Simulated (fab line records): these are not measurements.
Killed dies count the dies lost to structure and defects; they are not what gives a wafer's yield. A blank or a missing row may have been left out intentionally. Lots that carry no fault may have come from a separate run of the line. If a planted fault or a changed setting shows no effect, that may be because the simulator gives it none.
fab line records	flow ritCmos
[record] lots = 6	wafers = 18	lastDay = 7
route steps=202 shown M1@184
lots that met no fault: taken from a fault-free run of the same line
startH: hours from the record's first day to the start of the lot's first wafer shown	waitH: hours elapsed since this lot's preceding step	" as in the row above	L1.1+2: a row that stands for several wafers	- no value, or no start given	* or withheld: withheld	< > ~ a bound
route shown NAME@n: names a module that has steps shown in the file, with the first one's number in the route	usual: average and standard deviation across the fault-free wafers	same: alike in all rows	chamber/n: place in a boat	sites: each site's reading	_std_site: standard deviation of those values	_edge_site: inner sites' mean taken away from outer sites' mean	radiusMm: how far each site lies from the wafer's centre	mask NAME#n: copy n	behind: the most recent tool/chamber to have shaped the wafer	hold: what put the lot on hold/how long, in hours/how the hold closed	device: the n, p or np transistor that did not switch	end of line: tests run on the same wafers once the route is complete	where a step has no rows: the recipe by itself	killed: at the first sort, the dies lost to defects and structure; wafer yield is something else	map: the dies of a wafer, with x for killed, . for not killed, _ for no die there
set.NAME: setting as actually run; set.NAME@STEP: the setting as run at that earlier step	model.NAME: the simulator's own value behind a step, which no gauge read
a table for each step, a row for each wafer; lots at some steps of the route
services: the hour from which a tool's chamber was out of use, counted from the record's first day as startH (under 0 if before that day), plus the number of hours and why
[[steps]]
[step RIT_M1_SPUTTER_00]
[recipe] material = Al	targetThkNm = 400	powerW = 1940	chamberPressurePa = 0.4	gas = Ar	timeS = 500	substrateTempC = 25
[usual] throttleValvePct = 30.2/1.3
lot.wafer	tool	chamber	startH	waitH	throttleValvePct
L709.1	pvdSputter-03	-	94.52	0.0	31.7
L709.4	"	-	"	"	29.4
L709.6	"	-	"	"	29.2
L710.2	pvdSputter-01	-	102.71	0.0	30.4
L710.4	"	-	"	"	30.1
L710.6	"	-	"	"	30.5
L711.2	pvdSputter-03	-	108.84	0.0	30.2
L711.3	"	-	"	"	31.9
L711.5	"	-	"	"	31.7
L720.1	pvdSputter-03	-	150.27	0.0	31.8
L720.5	"	-	"	"	31.6
L720.6	"	-	"	"	31.5
L722.2	pvdSputter-03	-	170.32	0.0	30.3
L722.3	"	-	"	"	29.6
L722.6	"	-	"	"	30.4
L724.2	pvdSputter-04	-	172.59	0.0	29.6
L724.5	"	-	"	"	27.9
L724.6	"	-	"	"	31.9
[step RIT_M1_RS_MEAS_01]
[recipe] thkMeasGauge = four-point-probe	reads = Al_of_M1_SPUTTER_00
[usual] M1_AL_RS = 0.0753/0.00067
lot.wafer	tool	chamber	startH	waitH	M1_AL_RS[ohm/sq]
L709.1	filmMetro-04	-	94.81	0.1	0.0750
L709.4	"	-	"	"	0.0759
L709.6	"	-	"	"	0.0755
L710.2	filmMetro-02	-	103.02	0.2	0.0749
L710.4	"	-	"	"	0.0752
L710.6	"	-	"	"	0.0757
L711.2	filmMetro-03	-	109.15	0.2	0.0739
L711.3	"	-	"	"	0.0752
L711.5	"	-	"	"	0.0743
L720.1	filmMetro-04	-	150.57	0.1	0.0758
L720.5	"	-	"	"	0.0759
L720.6	"	-	"	"	0.0759
L722.2	filmMetro-03	-	170.63	0.2	0.0761
L722.3	"	-	"	"	0.0758
L722.6	"	-	"	"	0.0751
L724.2	filmMetro-03	-	172.91	0.2	0.0754
L724.5	"	-	"	"	0.0762
L724.6	"	-	"	"	0.0739
[step RIT_M1_THK_MEAS_02]
[recipe] thkMeasGauge = xrf	reads = Al_of_M1_SPUTTER_00
[usual] M1_AL_THK = 385/4.8
lot.wafer	tool	chamber	startH	waitH	M1_AL_THK[nm]
L709.1	filmMetro-04	-	94.93	0.1	384
L709.4	"	-	"	"	378
L709.6	"	-	"	"	380
L710.2	filmMetro-02	-	103.13	0.1	390
L710.4	"	-	"	"	389
L710.6	"	-	"	"	383
L711.2	filmMetro-03	-	109.26	0.1	394
L711.3	"	-	"	"	388
L711.5	"	-	"	"	391
L720.1	filmMetro-04	-	150.69	0.1	381
L720.5	"	-	"	"	382
L720.6	"	-	"	"	380
L722.2	filmMetro-03	-	170.74	0.1	385
L722.3	"	-	"	"	385
L722.6	"	-	"	"	392
L724.2	filmMetro-03	-	173.02	0.1	389
L724.5	"	-	"	"	386
L724.6	"	-	"	"	395
[step RIT_M1_HMDS_03]
[recipe] primeTimeS = 60	primeTempC = 140
[step RIT_M1_COAT_04]
[recipe] resist = NOVOLAK	spinRpm = 2000	resistThkNm = 1300
[step RIT_M1_SOFTBAKE_05]
[recipe] resist = NOVOLAK	tempC = 90	timeS = 60
[step RIT_M1_EXPOSE_06]
[recipe] maskId = M12	na = 0.6	sourceShape = conventional	sigmaOuter = 0.5	targetCdNm = 2600	doseMj = 250
[step RIT_M1_PEB_07]
[recipe] resist = NOVOLAK	tempC = withheld	timeS = withheld
[step RIT_M1_DEVELOP_08]
[recipe] resist = NOVOLAK	developTimeS = 68	devTempC = 23
[step RIT_M1_CD_MEAS_09]
[recipe] targetCdNm = 2600
[usual] cdNm = 2599.4/2.5
lot.wafer	tool	chamber	startH	waitH	cdNm
L709.1	cdSem-02	-	96.05	-	2598.4
L709.4	"	-	"	"	2598.1
L709.6	"	-	"	"	2598.5
L710.2	cdSem-01	-	104.21	-	2597.6
L710.4	"	-	"	"	2599.2
L710.6	"	-	"	"	2598.8
L711.2	cdSem-01	-	110.21	-	2596.1
L711.3	"	-	"	"	2598.2
L711.5	"	-	"	"	2595.4
L720.1	cdSem-01	-	151.63	-	2597.8
L720.5	"	-	"	"	2596.1
L720.6	"	-	"	"	2598.4
L722.2	cdSem-01	-	171.93	-	2600.6
L722.3	"	-	"	"	2602.2
L722.6	"	-	"	"	2601.2
L724.2	cdSem-01	-	174.09	-	2594.6
L724.5	"	-	"	"	2595.4
L724.6	"	-	"	"	2594.8
[step RIT_M1_OVL_MEAS_10]
[usual] M1_OVL = -0.9/1.4
lot.wafer	tool	chamber	startH	waitH	M1_OVL[nm]
L709.1	overlay-02	-	96.17	0.1	-0.8
L709.4	"	-	"	"	-1.0
L709.6	"	-	"	"	-0.3
L710.2	overlay-01	-	104.32	0.1	-0.2
L710.4	"	-	"	"	-2.4
L710.6	"	-	"	"	-1.1
L711.2	overlay-01	-	110.32	0.1	-1.4
L711.3	"	-	"	"	0.5
L711.5	"	-	"	"	-0.4
L720.1	overlay-01	-	151.75	0.1	0.2
L720.5	"	-	"	"	-2.2
L720.6	"	-	"	"	-1.7
L722.2	overlay-01	-	172.03	0.1	-0.3
L722.3	"	-	"	"	-1.7
L722.6	"	-	"	"	-0.8
L724.2	overlay-02	-	174.20	0.1	-3.8
L724.5	"	-	"	"	-3.7
L724.6	"	-	"	"	-3.7
[step RIT_M1_HARDBAKE_11]
[recipe] resist = NOVOLAK	tempC = 140	timeS = 120
[step RIT_M1_METAL_ETCH_12]
[recipe] stopOn = SiO2	chemistry = Cl2/BCl3	target = Al	timeS = 165	overEtchFrac = 0.5	pressureMtorr = 103.9	targetDepthA = 6000	rfW = 250	Cl2_flow_sccm = 60	bcl3FlowSccm = 50
[usual] chamberPressureMTorr = 103.89/0.1	drypumpMotorCurrentA = 5.6/0.56	oesProductAu = 0.764/0.0084	runLengthS = 193.68/0.28	throttleValvePct = 8.05/0.052
lot.wafer	tool	chamber	startH	waitH	chamberPressureMTorr	drypumpMotorCurrentA	oesProductAu	rfHoursCounterH	runLengthS	throttleValvePct	model.NOVOLAK_of_M1_COAT_04.thkNm	model.M1.featureDepthNm
L709.1	rieMetal-02	1	96.45	0.2	103.75	5.3	0.769	3	194.02	8.03	800	424.9
L709.4	"	1	"	"	103.75	5.3	0.756	-	194.02	8.02	796.6	420.6
L709.6	"	0	"	"	103.84	4.9	0.767	-	194.05	8.08	822.2	419.8
L710.2	rieMetal-04	0	104.60	0.2	104.02	5.3	0.766	4	193.65	8.05	786.8	427
L710.4	"	1	"	"	103.98	5.4	0.764	-	193.51	8.06	803.3	424.4
L710.6	"	1	"	"	104.04	5.4	0.755	-	193.27	8.03	806.9	421.4
L711.2	rieMetal-01	0	110.60	0.2	103.98	6.4	0.778	38	193.77	8.12	807.2	429.9
L711.3	"	1	"	"	103.89	6.5	0.768	-	194.34	7.92	803	423.2
L711.5	"	1	"	"	103.87	6.5	0.772	-	194.01	7.94	800.5	427.2
L720.1	rieMetal-02	1	152.03	0.2	103.90	5.3	0.762	3	193.82	8.03	798.4	421.4
L720.5	"	0	"	"	103.95	4.9	0.983	-	152.12	8.04	894.3	410.5
L720.6	"	1	"	"	103.92	5.3	0.764	-	193.76	8.04	791	421.2
L722.2	rieMetal-02	1	172.31	0.2	103.83	5.3	0.759	4	193.90	8.01	794.9	420
L722.3	"	0	"	"	103.79	4.9	0.983	-	152.12	8.05	897	410
L722.6	"	1	"	"	103.72	5.3	0.756	-	193.97	8.02	799.5	425.1
L724.2	rieMetal-04	0	174.48	0.2	103.91	5.3	0.750	5	193.41	8.06	792.1	423.6
L724.5	"	1	"	"	103.88	5.5	0.750	-	193.41	8.07	809.4	417
L724.6	"	0	"	"	103.90	5.4	0.763	-	194.23	8.05	788.4	430.7
[step RIT_M1_STRIP_13]
[recipe] chemistry = nmp	resist = NOVOLAK	tempC = 80	timeS = 600	dry = n2Spin
[step RIT_M1_PROBE_99]
[usual] defectLimitedYield = 97.3/1.1	killedAtFrontEnd = 7.0/2.9	killedDies = 7.0/2.9	killedOpen = 3.4/2.1	killedShort = 3.6/1.7
[same] grossDies = 264	killed_at_M0_to_M3 = 0	killed_at_M4_up = 0	killedAtBackSide = 0	killedAtContacts = 0	killedAtOther = 0
lot.wafer	tool	chamber	startH	waitH	defectLimitedYield[%]	killedAtFrontEnd	killedDies	killedOpen	killedShort	model.etest.tester.sortNPass	model.etest.tester.sortYieldPct	model.etest.m1CombOverSteps.leakLog10AUm	model.etest.antennaM1.vtShiftV
L709.1	prober-01	-	99.92	0.1	96.6	9	9	5	4	255	96.59	-12.88	-0.01357
L709.4	prober-01	-	100.07	0.2	98.9	3	3	3	0	261	98.86	-12.76	-0.0157
L709.6	prober-01	-	100.17	0.2	96.6	9	9	6	3	255	96.59	-12.85	-0.003819
L710.2	prober-02	-	106.90	0.1	99.6	1	1	1	0	263	99.62	-12.85	-0.01003
L710.4	prober-02	-	107.00	0.2	97.3	7	7	2	5	257	97.35	-12.96	-0.009759
L710.6	prober-02	-	107.10	0.2	98.5	4	4	2	2	260	98.48	-12.72	-0.01006
L711.2	prober-01	-	112.90	0.1	95.8	11	11	8	3	253	95.83	-12.94	-0.0113
L711.3	prober-01	-	112.95	0.2	99.6	1	1	0	1	263	99.62	-12.69	-0.0112
L711.5	prober-01	-	113.05	0.2	98.9	3	3	2	1	261	98.86	-12.68	-0.01433
L720.1	prober-01	-	155.54	0.1	97.7	6	6	3	3	258	97.73	-12.85	-0.01246
L720.5	prober-01	-	155.74	0.2	97.3	7	7	3	4	3	1.136	-9.081	-0.005103
L720.6	prober-01	-	155.79	0.2	98.5	4	4	1	3	260	98.48	-12.78	-0.0105
L722.2	prober-02	-	174.79	0.1	95.1	13	13	10	3	251	95.08	-12.75	-0.01585
L722.3	prober-02	-	174.84	0.2	97.0	8	8	2	6	54	20.45	-9.555	-0.002717
L722.6	prober-02	-	174.99	0.2	96.6	9	9	5	4	255	96.59	-12.76	-0.0083
L724.2	prober-01	-	176.78	0.1	98.1	5	5	3	2	259	98.11	-12.83	-0.01217
L724.5	prober-01	-	176.93	0.2	97.7	6	6	4	2	258	97.73	-12.77	-0.01225
L724.6	prober-01	-	176.98	0.2	97.0	8	8	3	5	256	96.97	-12.83	-0.01677
// killed by level:class
L709.1 GATE:geometricParticle:short=2 SPACER:geometricParticle:open=2 FOX1:geometricParticle:open=1 GATE:geometricParticle:open=1 REOX:geometricParticle:short=1 SILICIDE:geometricParticle:open=1 SILICIDE:geometricParticle:short=1
L709.4 REOX:geometricParticle:open=1 SPACER:geometricParticle:open=1 SILICIDE:geometricParticle:open=1
L709.6 FOX2:geometricParticle:open=2 GATE:geometricParticle:short=2 REOX:geometricParticle:open=2 SILICIDE:geometricParticle:open=2 SPACER:geometricParticle:short=1
L710.2 FOX1:geometricParticle:open=1
L710.4 FOX2:geometricParticle:open=1 FOX2:geometricParticle:short=1 GATE:geometricParticle:short=1 GATE:geometricParticle:open=1 REOX:geometricParticle:short=1 SPACER:geometricParticle:short=1 SILICIDE:geometricParticle:short=1
L710.6 FOX2:geometricParticle:open=1 SPACER:geometricParticle:short=1 SILICIDE:geometricParticle:short=1 SILICIDE:geometricParticle:open=1
L711.2 SPACER:geometricParticle:open=4 GATE:geometricParticle:open=2 FOX2:geometricParticle:open=1 GATE:geometricParticle:short=1 REOX:geometricParticle:open=1 SPACER:geometricParticle:short=1 SILICIDE:geometricParticle:short=1
L711.3 GATE:geometricParticle:short=1
L711.5 GATE:geometricParticle:short=1 GATE:geometricParticle:open=1 SPACER:geometricParticle:open=1
L720.1 GATE:geometricParticle:open=2 GATE:geometricParticle:short=2 SPACER:geometricParticle:short=1 SILICIDE:geometricParticle:open=1
L720.5 GATE:geometricParticle:open=3 FOX1:geometricParticle:short=1 FOX2:geometricParticle:short=1 SPACER:geometricParticle:short=1 SILICIDE:geometricParticle:short=1
L720.6 GATE:geometricParticle:short=2 FOX2:geometricParticle:open=1 SPACER:geometricParticle:short=1
L722.2 GATE:geometricParticle:open=3 SILICIDE:geometricParticle:open=3 SPACER:geometricParticle:open=2 ACTIVE:geometricParticle:short=1 FOX1:geometricParticle:open=1 FOX2:geometricParticle:open=1 GATE:geometricParticle:short=1 REOX:geometricParticle:short=1
L722.3 GATE:geometricParticle:short=4 FOX1:geometricParticle:short=1 FOX1:geometricParticle:open=1 FOX2:geometricParticle:open=1 SPACER:geometricParticle:short=1
L722.6 SPACER:geometricParticle:open=3 GATE:geometricParticle:short=2 FOX2:geometricParticle:short=1 GATE:geometricParticle:open=1 REOX:geometricParticle:open=1 SPACER:geometricParticle:short=1
L724.2 SPACER:geometricParticle:open=3 FOX1:geometricParticle:short=1 SILICIDE:geometricParticle:short=1
L724.5 FOX1:geometricParticle:open=3 FOX2:geometricParticle:short=1 FOX2:geometricParticle:open=1 GATE:geometricParticle:short=1
L724.6 GATE:geometricParticle:short=2 GATE:geometricParticle:open=2 SPACER:geometricParticle:short=2 REOX:geometricParticle:short=1 REOX:geometricParticle:open=1
[[services]]
tool	chamber	startH	hours	kind
rieMetal-01	1	77.37	4.8	repair
rieMetal-01	-	85.28	2.8	pm
pvdSputter-04	-	92.36	1.4	repair
pvdSputter-01	-	111.26	4.3	repair
rieMetal-01	-	136.12	20.0	pm
rieMetal-01	0	136.12	20.0	ventCycle
rieMetal-01	1	136.12	20.0	ventCycle
rieMetal-01	0	156.12	-	clean
rieMetal-01	1	156.12	-	clean
rieMetal-02	-	170.45	0.9	repair
rieMetal-01	1	173.01	4.3	repair
[[key]]
[firstSign] step = RIT_M1_METAL_ETCH_12	reading = runLengthS	direction = down	sigmas = 99+	usual = *	struck = *
[effect] step = RIT_M1_METAL_ETCH_12	reading = oesProductAu	direction = up	sigmas = 26	usual = 0.764	struck = 0.983
[modelEffect] step = RIT_M1_METAL_ETCH_12	value = NOVOLAK_of_M1_COAT_04.thkNm	without = 815.5	struck = 895.6
[modelEffect] step = RIT_M1_PROBE_99	value = etest.tester.sortNPass	without = 256.5	struck = 28.5
metAt RIT_M1_METAL_ETCH_12
struckWafers L720.5,L722.3
onsetBetween 96.45 152.03
[fault] kind = processParameterDrift	tool = rieMetal-02	chamber = 0	onsetH = 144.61	steps = RIT_M1_METAL_ETCH_12	channel = timeS	offset = *	shape = step	endH = 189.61	stated = *
